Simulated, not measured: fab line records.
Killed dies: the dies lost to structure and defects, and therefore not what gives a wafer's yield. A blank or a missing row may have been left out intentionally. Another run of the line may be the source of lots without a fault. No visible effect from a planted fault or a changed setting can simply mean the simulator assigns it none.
Matching of chambers / flow berkeleyCmos170 / UCB170_ZERO_ETCH_06 on rieDiel-04: 4 sister chambers
The step etches SiO2 in CHF3/CF4/Ar, time 11.54 s. 4 wafers are shown with their chamber, then 7 later ones without.

EACH WAFER AND ITS CHAMBER
wafer=L587.4; chamber=0; throttleValvePct (%)=9.20
wafer=L589.3; chamber=2; throttleValvePct (%)=9.14
wafer=L590.2; chamber=3; throttleValvePct (%)=9.28
wafer=L590.3; chamber=1; throttleValvePct (%)=9.25

WAFERS WITH NO CHAMBER GIVEN
wafer=L590.5; throttleValvePct (%)=9.15
wafer=L596.1; throttleValvePct (%)=9.16
wafer=L596.4; throttleValvePct (%)=9.21
wafer=L596.5; throttleValvePct (%)=9.20
wafer=L600.3; throttleValvePct (%)=9.25
wafer=L600.4; throttleValvePct (%)=9.14
wafer=L600.6; throttleValvePct (%)=9.25

WHICH CHAMBER EACH ONE RAN IN
wafer=L590.5; from the rows above=2; in truth=2
wafer=L596.1; from the rows above=2; in truth=2
wafer=L596.4; from the rows above=0; in truth=0
wafer=L596.5; from the rows above=0; in truth=0
wafer=L600.3; from the rows above=1; in truth=1
wafer=L600.4; from the rows above=2; in truth=2
wafer=L600.6; from the rows above=1; in truth=1
7 of 7 placed correctly. Not placeable from these rows: 0. Placed wrongly: 0.
How it was worked out, from the rows above alone: a wafer's distance from a chamber is the root of the sum, over the readings, of the square of ((its reading less the chamber's mean) divided by the reading's scatter). If the next closest chamber is less than 2 further off than the closest, the wafer can't be placed; otherwise it belongs to the closest. A chamber's mean is the mean of its shown wafers. The scatter: with one shown wafer a chamber, the root of the mean of the squares of how far each hidden wafer lies from its nearest shown one.
